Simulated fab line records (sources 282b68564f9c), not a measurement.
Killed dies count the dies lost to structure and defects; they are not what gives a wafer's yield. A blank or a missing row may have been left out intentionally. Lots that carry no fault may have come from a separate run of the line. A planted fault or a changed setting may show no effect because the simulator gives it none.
fab line records	flow rit-cmos
record: lots: 14	wafers: 42	last-day: 8
route steps=202 shown NWELL@51 PRETRO@73 NSD@139 SILICIDE@165 M1@202
lots untouched by any fault: they come from a run of this same line in which no faults occurred
start-h: the number of hours between the record's first day and the start of the first shown wafer of the lot	wait-h: hours since the lot's step before	" same as the row above	L1.1+2: a single row standing in for several wafers	- no value, or no start was given	* or withheld: withheld	< > ~ a bound
route shown NAME@n: NAME is a module with steps in the file, n the number in the route of the first one	usual: average and standard deviation across the fault-free wafers	same: alike in all rows	chamber/n: place in a boat	sites: each site's reading	_std_site: standard deviation across them	_edge_site: inner sites' mean taken away from outer sites' mean	radius-mm: how far each site lies from the wafer's centre	mask NAME#n: copy n	behind: the tool/chamber that last shaped the wafer	hold: reason for holding the lot/hours on hold/outcome of the hold	device: the transistor (n, p or np) that didn't switch	end of line: tests run on the same wafers once the route is complete	a step without rows: its recipe alone	killed: at the first sort, the dies lost to defects and structure; wafer yield is something else	map: the dies of a wafer, with x for killed, . for not killed, _ for no die there
set.NAME: the setting that was run; set.NAME@STEP: the one run at that earlier step	model.NAME: the simulator's own value behind a step, which no gauge read
route steps across a sampled set of lots; one table per step, one row per wafer
services: the hour from which a tool's chamber was out of use, counted from the record's first day as start-h (under 0 if before that day), plus the number of hours and why
== steps ==
step: RIT_WELLDRIVE_RS_MEAS_01
recipe: thk-meas-gauge: four-point-probe
usual: NWELL_RS: 275.6/0.69
lot.wafer	tool	chamber	start-h	wait-h	NWELL_RS[ohm/sq]
L766.1	film-metro-04	-	29.33	0.0	274.3
L766.3	"	-	"	"	274.4
L766.4	"	-	"	"	274.9
L767.2	film-metro-02	-	34.87	0.0	275.0
L767.3	"	-	"	"	274.5
L767.6	"	-	"	"	274.9
L768.2	film-metro-03	-	38.47	0.0	275.8
L768.3	"	-	"	"	276.2
L768.6	"	-	"	"	276.5
L769.1	film-metro-02	-	46.60	0.0	274.4
L769.2	"	-	"	"	275.7
L769.6	"	-	"	"	275.0
L770.1	film-metro-02	-	51.93	0.0	275.9
L770.4	"	-	"	"	276.0
L770.6	"	-	"	"	275.9
L771.1	film-metro-03	-	55.48	0.0	276.3
L771.2	"	-	"	"	277.0
L771.5	"	-	"	"	276.1
L772.1	film-metro-03	-	59.66	0.0	276.4
L772.2	"	-	"	"	276.6
L772.6	"	-	"	"	276.9
L773.2	film-metro-02	-	65.77	0.0	276.0
L773.5	"	-	"	"	276.1
L773.6	"	-	"	"	275.8
L774.1	film-metro-02	-	68.21	0.0	274.7
L774.3	"	-	"	"	275.4
L774.4	"	-	"	"	275.1
L782.1	film-metro-02	-	117.73	0.0	276.0
L782.3	"	-	"	"	275.2
L782.6	"	-	"	"	274.8
L783.2	film-metro-02	-	121.11	0.0	275.3
L783.4	"	-	"	"	275.7
L783.5	"	-	"	"	275.7
L785.2	film-metro-02	-	135.17	0.0	275.5
L785.4	"	-	"	"	275.2
L785.5	"	-	"	"	275.0
L787.2	film-metro-03	-	142.64	0.0	276.0
L787.3	"	-	"	"	275.5
L787.4	"	-	"	"	276.1
L789.2	film-metro-02	-	152.53	0.0	276.4
L789.4	"	-	"	"	275.1
L789.6	"	-	"	"	275.7
step: RIT_PRETRO_STRIP_09
recipe: chemistry: O2	time-s: 180	resist: NOVOLAK	platen-temp-c: withheld	power-w: 500	pressure-mtorr: 4000	o2-flow-sccm: 4000
usual: chamber-pressure-mTorr: 4000/3.5	drypump-motor-current-A: 5.6/0.52
lot.wafer	tool	chamber	start-h	wait-h	chamber-pressure-mTorr	drypump-motor-current-A	rf-hours-counter-h
L766.1	plasma-asher-02	0	32.43	0.1	4003	6.5	41
L766.3	"	1	"	"	4003	5.9	-
L766.4	"	0	"	"	3997	6.5	-
L767.2	plasma-asher-02	1	38.37	0.1	4004	5.9	42
L767.3	"	0	"	"	3996	6.5	-
L767.6	"	0	"	"	4002	6.5	-
L768.2	plasma-asher-01	1	41.91	0.1	3996	4.9	32
L768.3	"	1	"	"	3996	4.9	-
L768.6	"	1	"	"	4000	4.9	-
L769.1	plasma-asher-01	0	49.78	0.1	4001	5.3	33
L769.2	"	1	"	"	3994	4.9	33
L769.6	"	0	"	"	4005	5.3	-
L770.1	plasma-asher-02	1	55.58	0.1	4000	5.9	44
L770.4	"	1	"	"	4007	5.9	-
L770.6	"	0	"	"	4003	6.5	-
L771.1	plasma-asher-04	1	58.83	0.1	3998	5.9	45
L771.2	"	0	"	"	4000	5.3	45
L771.5	"	1	"	"	3999	5.9	-
L772.1	plasma-asher-04	1	63.09	0.1	3999	6.0	46
L772.2	"	0	"	"	4002	5.3	46
L772.6	"	0	"	"	3998	5.3	-
L773.2	plasma-asher-01	1	69.00	0.1	3994	4.9	34
L773.5	"	1	"	"	3997	4.9	-
L773.6	"	0	"	"	3991	5.3	-
L774.1	plasma-asher-01	0	71.61	0.1	4000	5.4	35
L774.3	"	0	"	"	3999	5.4	-
L774.4	"	1	"	"	4002	4.9	-
L782.1	plasma-asher-04	1	120.96	0.1	3999	5.9	52
L782.3	"	1	"	"	3995	5.9	-
L782.6	"	0	"	"	4005	5.3	-
L783.2	plasma-asher-01	0	124.44	0.1	4002	5.4	40
L783.4	"	0	"	"	4002	5.3	-
L783.5	"	1	"	"	4003	4.9	-
L785.2	plasma-asher-01	1	138.26	0.1	4000	4.9	41
L785.4	"	1	"	"	3998	4.9	-
L785.5	"	0	"	"	4002	5.3	-
L787.2	plasma-asher-04	0	145.98	0.1	4000	5.3	54
L787.3	"	0	"	"	4005	5.3	-
L787.4	"	1	"	"	4003	5.9	-
L789.2	plasma-asher-04	1	156.04	0.1	3996	5.9	55
L789.4	"	0	"	"	4002	5.3	-
L789.6	"	1	"	"	3990	5.9	-
step: RIT_NSD_IMPLANT_08
recipe: species: P	energy-kev: 25	dose-cm2: 1e+15	tilt-deg: 7
usual: dose-ions-cm2: 1.0001e+15/1e+12	faraday-current-uA: 3133/64
lot.wafer	tool	chamber	start-h	wait-h	dose-ions-cm2	faraday-current-uA
L766.1	implanter-04	0	51.69	0.1	1.0009e+15	3144
L766.3	"	0	"	"	9.988e+14	3141
L766.4	"	0	"	"	1.0007e+15	3115
L767.2	implanter-03	0	56.11	0.1	1.002e+15	3216
L767.3	"	0	"	"	9.994e+14	3087
L767.6	"	0	"	"	1.0008e+15	3208
L768.2	implanter-03	0	61.45	0.1	1.0008e+15	3160
L768.3	"	0	"	"	1.0006e+15	2992
L768.6	"	0	"	"	9.994e+14	3176
L769.1	implanter-04	0	67.74	0.1	1.0001e+15	3129
L769.2	"	0	"	"	9.999e+14	3166
L769.6	"	0	"	"	9.995e+14	3225
L770.1	implanter-04	0	75.13	0.1	1e+15	3189
L770.4	"	0	"	"	9.99e+14	3159
L770.6	"	0	"	"	1.0006e+15	3171
L771.1	implanter-02	0	77.56	0.1	9.988e+14	3032
L771.2	"	0	"	"	9.999e+14	2992
L771.5	"	0	"	"	9.996e+14	3016
L772.1	implanter-04	0	83.51	0.1	1.0002e+15	3114
L772.2	"	0	"	"	1e+15	3132
L772.6	"	0	"	"	1.0001e+15	3171
L773.2	implanter-03	0	87.33	0.1	9.998e+14	3099
L773.5	"	0	"	"	1.0007e+15	3167
L773.6	"	0	"	"	9.986e+14	3221
L774.1	implanter-04	0	89.34	0.1	1.001e+15	3039
L774.3	"	0	"	"	1.0006e+15	3126
L774.4	"	0	"	"	1.0013e+15	3028
L783.2	implanter-02	0	145.50	0.1	5.508e+14	1755
L783.4	"	0	"	"	5.501e+14	1787
L783.5	"	0	"	"	5.514e+14	1695
L782.1	implanter-02	0	147.56	0.1	5.491e+14	1759
L782.3	"	0	"	"	5.493e+14	1716
L782.6	"	0	"	"	5.498e+14	1713
L785.2	implanter-04	0	163.28	0.1	1.0021e+15	3155
L785.4	"	0	"	"	1.0006e+15	3146
L785.5	"	0	"	"	1.0005e+15	3178
L787.2	implanter-04	0	175.35	0.1	1.0003e+15	3056
L787.3	"	0	"	"	1.001e+15	3191
L787.4	"	0	"	"	9.972e+14	3205
L789.2	implanter-04	0	181.07	0.1	1.0004e+15	3204
L789.4	"	0	"	"	1.0013e+15	3213
L789.6	"	0	"	"	1.0003e+15	3093
step: RIT_NSD_TW_MEAS_10
usual: NSD_TW: 3126/29
lot.wafer	tool	chamber	start-h	wait-h	NSD_TW
L766.1	film-metro-01	-	52.01	0.1	3104
L766.3	"	-	"	"	3101
L766.4	"	-	"	"	3113
L767.2	film-metro-04	-	56.42	0.1	3110
L767.3	"	-	"	"	3103
L767.6	"	-	"	"	3116
L768.2	film-metro-03	-	61.76	0.1	3165
L768.3	"	-	"	"	3141
L768.6	"	-	"	"	3144
L769.1	film-metro-03	-	68.07	0.1	3154
L769.2	"	-	"	"	3156
L769.6	"	-	"	"	3155
L770.1	film-metro-01	-	75.46	0.1	3093
L770.4	"	-	"	"	3098
L770.6	"	-	"	"	3105
L771.1	film-metro-03	-	77.88	0.1	3165
L771.2	"	-	"	"	3150
L771.5	"	-	"	"	3164
L772.1	film-metro-01	-	83.84	0.1	3104
L772.2	"	-	"	"	3114
L772.6	"	-	"	"	3122
L773.2	film-metro-01	-	87.64	0.1	3107
L773.5	"	-	"	"	3118
L773.6	"	-	"	"	3120
L774.1	film-metro-04	-	89.67	0.1	3106
L774.3	"	-	"	"	3098
L774.4	"	-	"	"	3111
L783.2	film-metro-04	-	145.81	0.1	2693
L783.4	"	-	"	"	2694
L783.5	"	-	"	"	2689
L782.1	film-metro-03	-	147.89	0.1	2736
L782.3	"	-	"	"	2752
L782.6	"	-	"	"	2754
L785.2	film-metro-04	-	163.59	0.1	3109
L785.4	"	-	"	"	3099
L785.5	"	-	"	"	3118
L787.2	film-metro-01	-	175.66	0.1	3102
L787.3	"	-	"	"	3115
L787.4	"	-	"	"	3108
L789.2	film-metro-03	-	181.38	0.1	3158
L789.4	"	-	"	"	3156
L789.6	"	-	"	"	3186
step: RIT_SDANNEAL_RS_MEAS_05
recipe: thk-meas-gauge: four-point-probe
usual: NSD_RS: 84.61/0.24
lot.wafer	tool	chamber	start-h	wait-h	NSD_RS[ohm/sq]
L766.1	film-metro-03	-	54.18	0.1	85.09
L766.3	"	-	"	"	84.80
L766.4	"	-	"	"	84.88
L767.2	film-metro-03	-	58.70	0.1	84.44
L767.3	"	-	"	"	84.74
L767.6	"	-	"	"	84.68
L768.2	film-metro-03	-	64.04	0.1	84.49
L768.3	"	-	"	"	84.22
L768.6	"	-	"	"	84.52
L769.1	film-metro-01	-	70.11	0.1	84.30
L769.2	"	-	"	"	84.10
L769.6	"	-	"	"	84.59
L770.1	film-metro-01	-	77.62	0.1	84.94
L770.4	"	-	"	"	84.91
L770.6	"	-	"	"	85.19
L771.1	film-metro-01	-	80.03	0.1	84.87
L771.2	"	-	"	"	84.49
L771.5	"	-	"	"	84.67
L772.1	film-metro-03	-	85.99	0.1	84.78
L772.2	"	-	"	"	84.54
L772.6	"	-	"	"	84.57
L773.2	film-metro-01	-	89.70	0.1	84.50
L773.5	"	-	"	"	84.39
L773.6	"	-	"	"	84.77
L774.1	film-metro-01	-	92.19	0.1	84.67
L774.3	"	-	"	"	84.72
L774.4	"	-	"	"	84.50
L783.2	film-metro-01	-	147.98	0.1	137.96
L783.4	"	-	"	"	138.17
L783.5	"	-	"	"	137.09
L782.1	film-metro-01	-	149.91	0.1	138.08
L782.3	"	-	"	"	137.09
L782.6	"	-	"	"	137.08
L785.2	film-metro-03	-	165.75	0.1	84.46
L785.4	"	-	"	"	84.47
L785.5	"	-	"	"	84.59
L787.2	film-metro-03	-	177.70	0.1	84.49
L787.3	"	-	"	"	84.64
L787.4	"	-	"	"	84.60
L789.2	film-metro-04	-	183.56	0.1	84.93
L789.4	"	-	"	"	85.20
L789.6	"	-	"	"	84.69
step: RIT_SILICIDE_RTA_04
recipe: temp-c: 650	time-s: 10	idle-temp-c: 25	ramp-up-s: 5	ramp-down-s: 5	cool-to-c: 25	ambient: N2
usual: wafer_temp_C_max: 653.4/0.84
lot.wafer	tool	chamber	start-h	wait-h	wafer_temp_C_max
L766.1	rtp-anneal-02	0	54.88	0.1	652.3
L766.3	"	0	"	"	653.4
L766.4	"	0	"	"	652.3
L767.2	rtp-anneal-01	0	59.39	0.1	654.7
L767.3	"	0	"	"	655.2
L767.6	"	0	"	"	653.9
L768.2	rtp-anneal-02	0	64.73	0.1	653.0
L768.3	"	0	"	"	652.9
L768.6	"	0	"	"	653.5
L769.1	rtp-anneal-01	0	70.81	0.1	653.9
L769.2	"	0	"	"	653.1
L769.6	"	0	"	"	653.3
L770.1	rtp-anneal-02	0	78.33	0.1	652.3
L770.4	"	0	"	"	652.8
L770.6	"	0	"	"	652.6
L771.1	rtp-anneal-01	0	80.73	0.1	653.1
L771.2	"	0	"	"	653.2
L771.5	"	0	"	"	653.5
L772.1	rtp-anneal-02	0	86.69	0.1	652.7
L772.2	"	0	"	"	653.2
L772.6	"	0	"	"	652.9
L773.2	rtp-anneal-01	0	90.39	0.1	652.7
L773.5	"	0	"	"	655.0
L773.6	"	0	"	"	653.1
L774.1	rtp-anneal-02	0	92.90	0.1	653.1
L774.3	"	0	"	"	653.0
L774.4	"	0	"	"	653.2
L783.2	rtp-anneal-02	0	148.68	0.1	653.0
L783.4	"	0	"	"	652.9
L783.5	"	0	"	"	651.7
L782.1	rtp-anneal-01	0	150.62	0.1	654.1
L782.3	"	0	"	"	653.8
L782.6	"	0	"	"	654.9
L785.2	rtp-anneal-02	0	166.45	0.1	653.1
L785.4	"	0	"	"	652.5
L785.5	"	0	"	"	651.6
L787.2	rtp-anneal-01	0	178.39	0.1	653.4
L787.3	"	0	"	"	653.7
L787.4	"	0	"	"	653.2
L789.2	rtp-anneal-01	0	184.25	0.1	654.3
L789.4	"	0	"	"	654.4
L789.6	"	0	"	"	653.8
step: RIT_M1_PROBE_99
usual: killed-at-contacts: 0.1/0.27	killed-at-front-end: 7/3.1	killed-dies: 7/3.2	killed-open: 3.8/2.1	killed-short: 3.6/2
same: gross-dies: 264	killed_at_M0_to_M3: 0	killed_at_M4_up: 0	killed-at-back-side: 0	killed-at-other: 0
lot.wafer	tool	chamber	start-h	wait-h	killed-at-contacts	killed-at-front-end	killed-dies	killed-open	killed-short
L766.1	prober-01	-	61.42	0.1	0	8	8	3	5
L766.3	prober-01	-	61.52	0.2	0	1	1	1	0
L766.4	prober-01	-	61.57	0.2	0	5	5	2	3
L767.2	prober-02	-	66.07	0.1	0	5	5	1	4
L767.3	prober-02	-	66.12	0.2	0	8	8	4	4
L767.6	prober-02	-	66.27	0.2	0	8	8	4	4
L768.2	prober-01	-	71.40	0.1	0	5	5	4	1
L768.3	prober-01	-	71.45	0.2	0	10	10	7	3
L768.6	prober-01	-	71.60	0.2	0	10	10	6	4
L769.1	prober-02	-	77.34	0.1	0	12	12	6	6
L769.2	prober-02	-	77.39	0.1	0	5	5	2	3
L769.6	prober-02	-	77.59	0.2	0	7	7	3	4
L770.1	prober-01	-	85.25	0.1	0	7	7	5	2
L770.4	prober-01	-	85.40	0.2	0	6	6	4	2
L770.6	prober-01	-	85.50	0.2	0	11	11	4	7
L771.1	prober-02	-	87.36	0.1	0	8	8	3	5
L771.2	prober-02	-	87.41	0.1	0	10	10	2	8
L771.5	prober-02	-	87.56	0.2	0	7	7	2	5
L772.1	prober-01	-	93.49	0.1	1	5	6	4	2
L772.2	prober-01	-	93.54	0.1	0	7	7	2	5
L772.6	prober-01	-	93.74	0.2	0	3	3	1	2
L773.2	prober-02	-	97.06	0.1	0	4	4	2	2
L773.5	prober-02	-	97.21	0.2	0	6	6	3	3
L773.6	prober-02	-	97.26	0.2	0	11	11	7	4
L774.1	prober-01	-	99.61	0.1	0	15	15	8	7
L774.3	prober-01	-	99.71	0.2	0	6	6	1	5
L774.4	prober-01	-	99.76	0.2	0	4	4	1	3
L783.2	prober-01	-	155.13	0.1	0	6	6	2	4
L783.4	prober-01	-	155.23	0.2	0	11	11	6	5
L783.5	prober-01	-	155.28	0.2	0	10	10	4	6
L782.1	prober-02	-	157.42	0.1	0	2	2	1	1
L782.3	prober-02	-	157.52	0.2	1	7	8	4	4
L782.6	prober-02	-	157.67	0.2	0	8	8	2	6
L785.2	prober-02	-	173.05	0.1	0	8	8	2	6
L785.4	prober-02	-	173.15	0.2	0	4	4	2	2
L785.5	prober-02	-	173.20	0.2	0	11	11	9	2
L787.2	prober-02	-	185.11	0.1	0	4	4	2	2
L787.3	prober-02	-	185.16	0.2	0	3	3	3	0
L787.4	prober-02	-	185.21	0.2	0	6	6	3	3
L789.2	prober-01	-	191.05	0.1	0	9	9	2	7
L789.4	prober-01	-	191.15	0.2	0	13	13	8	5
L789.6	prober-01	-	191.25	0.2	0	10	10	6	4
killed by level:class
L766.1 REOX:geometric-particle:open=2 GATE:geometric-particle:short=2 FOX1:geometric-particle:short=1 SPACER:geometric-particle:short=1 SILICIDE:geometric-particle:open=1 SILICIDE:geometric-particle:short=1
L766.3 SILICIDE:geometric-particle:open=1
L766.4 SILICIDE:geometric-particle:short=2 FOX1:geometric-particle:open=1 FOX1:geometric-particle:short=1 REOX:geometric-particle:open=1
L767.2 SILICIDE:geometric-particle:short=2 FOX1:geometric-particle:open=1 GATE:geometric-particle:short=1 REOX:geometric-particle:short=1
L767.3 REOX:geometric-particle:open=2 REOX:geometric-particle:short=2 FOX1:geometric-particle:short=1 FOX2:geometric-particle:open=1 GATE:geometric-particle:open=1 GATE:geometric-particle:short=1
L767.6 GATE:geometric-particle:open=2 FOX1:geometric-particle:open=1 FOX2:geometric-particle:open=1 FOX2:geometric-particle:short=1 GATE:geometric-particle:short=1 SPACER:geometric-particle:short=1 SILICIDE:geometric-particle:short=1
L768.2 FOX1:geometric-particle:open=1 FOX1:geometric-particle:short=1 GATE:geometric-particle:open=1 REOX:geometric-particle:open=1 SPACER:geometric-particle:open=1
L768.3 GATE:geometric-particle:open=3 FOX1:geometric-particle:open=2 REOX:geometric-particle:open=2 FOX1:geometric-particle:short=1 SPACER:geometric-particle:short=1 SILICIDE:geometric-particle:short=1
L768.6 GATE:geometric-particle:open=4 FOX1:geometric-particle:short=2 FOX1:geometric-particle:open=1 GATE:geometric-particle:short=1 REOX:geometric-particle:open=1 REOX:geometric-particle:short=1
L769.1 SPACER:geometric-particle:short=5 GATE:geometric-particle:open=2 SPACER:geometric-particle:open=2 REOX:geometric-particle:open=1 REOX:geometric-particle:short=1 SILICIDE:geometric-particle:open=1
L769.2 FOX1:geometric-particle:short=1 FOX2:geometric-particle:short=1 GATE:geometric-particle:open=1 REOX:geometric-particle:short=1 SILICIDE:geometric-particle:open=1
L769.6 GATE:geometric-particle:open=2 SILICIDE:geometric-particle:short=2 FOX1:geometric-particle:short=1 FOX1:geometric-particle:open=1 REOX:geometric-particle:short=1
L770.1 REOX:geometric-particle:open=3 REOX:geometric-particle:short=2 FOX1:geometric-particle:open=1 GATE:geometric-particle:open=1
L770.4 GATE:geometric-particle:open=2 SPACER:geometric-particle:short=2 FOX1:geometric-particle:open=1 SILICIDE:geometric-particle:open=1
L770.6 GATE:geometric-particle:short=3 REOX:geometric-particle:open=3 REOX:geometric-particle:short=2 FOX1:geometric-particle:open=1 FOX1:geometric-particle:short=1 FOX2:geometric-particle:short=1
L771.1 FOX2:geometric-particle:short=2 SPACER:geometric-particle:open=2 FOX1:geometric-particle:open=1 FOX1:geometric-particle:short=1 GATE:geometric-particle:short=1 REOX:geometric-particle:short=1
L771.2 GATE:geometric-particle:short=3 FOX1:geometric-particle:short=2 FOX2:geometric-particle:short=2 FOX1:geometric-particle:open=1 FOX2:geometric-particle:open=1 REOX:geometric-particle:short=1
L771.5 FOX2:geometric-particle:short=3 FOX2:geometric-particle:open=1 GATE:geometric-particle:short=1 GATE:geometric-particle:open=1 SILICIDE:geometric-particle:short=1
L772.1 REOX:geometric-particle:open=3 FOX2:geometric-particle:open=1 SILICIDE:geometric-particle:short=1 CONTACT:geometric-particle:short=1
L772.2 GATE:geometric-particle:short=3 FOX1:geometric-particle:short=1 FOX1:geometric-particle:open=1 FOX2:geometric-particle:short=1 REOX:geometric-particle:open=1
L772.6 GATE:geometric-particle:short=1 REOX:geometric-particle:short=1 REOX:geometric-particle:open=1
L773.2 GATE:geometric-particle:short=1 REOX:geometric-particle:open=1 SPACER:geometric-particle:open=1 SILICIDE:geometric-particle:short=1
L773.5 FOX1:geometric-particle:short=1 GATE:geometric-particle:open=1 REOX:geometric-particle:open=1 SPACER:geometric-particle:short=1 SPACER:geometric-particle:open=1 SILICIDE:geometric-particle:short=1
L773.6 GATE:geometric-particle:open=4 GATE:geometric-particle:short=3 SILICIDE:geometric-particle:open=2 REOX:geometric-particle:short=1 SPACER:geometric-particle:open=1
L774.1 GATE:geometric-particle:open=4 GATE:geometric-particle:short=3 FOX1:geometric-particle:short=2 SILICIDE:geometric-particle:open=1 FOX1:geometric-particle:open=1 FOX2:geometric-particle:short=1 FOX2:geometric-particle:open=1 SPACER:geometric-particle:open=1
L774.3 FOX1:geometric-particle:short=2 GATE:geometric-particle:short=2 SPACER:geometric-particle:open=1 SILICIDE:geometric-particle:short=1
L774.4 ACTIVE:geometric-particle:short=1 FOX1:geometric-particle:open=1 FOX1:geometric-particle:short=1 GATE:geometric-particle:short=1
L783.2 GATE:geometric-particle:open=2 GATE:geometric-particle:short=1 REOX:geometric-particle:short=1 SPACER:geometric-particle:short=1 SILICIDE:geometric-particle:short=1
L783.4 GATE:geometric-particle:short=4 GATE:geometric-particle:open=2 REOX:geometric-particle:open=2 FOX1:geometric-particle:open=1 SPACER:geometric-particle:open=1 SILICIDE:geometric-particle:short=1
L783.5 GATE:geometric-particle:short=5 GATE:geometric-particle:open=2 FOX1:geometric-particle:open=1 SILICIDE:geometric-particle:short=1 SILICIDE:geometric-particle:open=1
L782.1 FOX2:geometric-particle:short=1 SILICIDE:geometric-particle:open=1
L782.3 FOX2:geometric-particle:short=2 GATE:geometric-particle:open=2 GATE:geometric-particle:short=1 REOX:geometric-particle:short=1 REOX:geometric-particle:open=1 CONTACT:geometric-particle:open=1
L782.6 GATE:geometric-particle:short=3 SPACER:geometric-particle:short=2 REOX:geometric-particle:open=1 REOX:geometric-particle:short=1 SPACER:geometric-particle:open=1
L785.2 REOX:geometric-particle:short=3 GATE:geometric-particle:short=2 GATE:geometric-particle:open=1 REOX:geometric-particle:open=1 SPACER:geometric-particle:short=1
L785.4 GATE:geometric-particle:short=2 GATE:geometric-particle:open=1 REOX:geometric-particle:open=1
L785.5 REOX:geometric-particle:open=5 GATE:geometric-particle:open=2 REOX:geometric-particle:short=2 FOX1:geometric-particle:open=1 SILICIDE:geometric-particle:open=1
L787.2 ACTIVE:geometric-particle:open=1 FOX1:geometric-particle:short=1 GATE:geometric-particle:short=1 SILICIDE:geometric-particle:open=1
L787.3 FOX1:geometric-particle:open=1 FOX2:geometric-particle:open=1 SPACER:geometric-particle:open=1
L787.4 GATE:geometric-particle:short=2 SILICIDE:geometric-particle:open=2 FOX2:geometric-particle:short=1 SPACER:geometric-particle:open=1
L789.2 GATE:geometric-particle:open=2 SPACER:geometric-particle:short=2 FOX1:geometric-particle:short=1 FOX2:geometric-particle:short=1 GATE:geometric-particle:short=1 REOX:geometric-particle:short=1 SILICIDE:geometric-particle:short=1
L789.4 GATE:geometric-particle:short=3 SILICIDE:geometric-particle:open=3 GATE:geometric-particle:open=2 SPACER:geometric-particle:open=2 REOX:geometric-particle:open=1 SPACER:geometric-particle:short=1 SILICIDE:geometric-particle:short=1
L789.6 SILICIDE:geometric-particle:open=2 FOX1:geometric-particle:short=1 FOX1:geometric-particle:open=1 FOX2:geometric-particle:short=1 FOX2:geometric-particle:open=1 GATE:geometric-particle:open=1 GATE:geometric-particle:short=1 SPACER:geometric-particle:open=1
== services ==
tool	chamber	start-h	hours	kind
plasma-asher-01	-	54.84	6.3	repair
implanter-02	-	80.94	8.9	repair
implanter-03	-	94.88	2.2	repair
plasma-asher-02	-	108.75	9.0	pm
plasma-asher-02	0	108.75	9.0	vent-cycle
plasma-asher-02	1	108.75	9.0	vent-cycle
implanter-03	-	112.20	2.0	pm
plasma-asher-02	0	117.75	-	clean
plasma-asher-02	1	117.75	-	clean
implanter-03	-	122.91	56.3	pm
implanter-04	-	142.09	4.7	pm
implanter-03	-	179.22	5.7	pm
plasma-asher-02	-	180.85	0.5	repair
== key ==
first-sign: step: RIT_NSD_IMPLANT_08	reading: dose-ions-cm2	direction: down	sigmas: 99+	usual: 1.0001e+15	struck: 5.501e+14
effect: step: RIT_NSD_IMPLANT_08	reading: faraday-current-uA	direction: down	sigmas: 22	usual: 3133	struck: 1738
effect: step: RIT_NSD_TW_MEAS_10	reading: NSD_TW	direction: down	sigmas: 14	usual: 3126	struck: 2720
effect: step: RIT_SDANNEAL_RS_MEAS_05	reading: NSD_RS	direction: up	sigmas: 99+	usual: 84.61	struck: 137.58
met-at RIT_NSD_IMPLANT_08
struck-lots L782,L783
tester-left-out L782,L783
not-acting-at RIT_WELLDRIVE_RS_MEAS_01,RIT_PRETRO_STRIP_09,RIT_SILICIDE_RTA_04
onset-between 77.56 145.50
fault: kind: process-parameter-drift	tool: implanter-02	chamber: -	onset-h: 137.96	steps: RIT_NSD_IMPLANT_08	channel: dose-cm2	offset: -4.5e+14	shape: step	end-h: 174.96	acts-in: these-recipes-only	stated: 1e+15
tester-left-out: of these lots the tester's yield and bins aren't shown, on N5 and GAA mostly nor the transistor test; their killed dies are dies lost to structure and defects alone, not to doping, threshold or leakage, so they don't give the yield
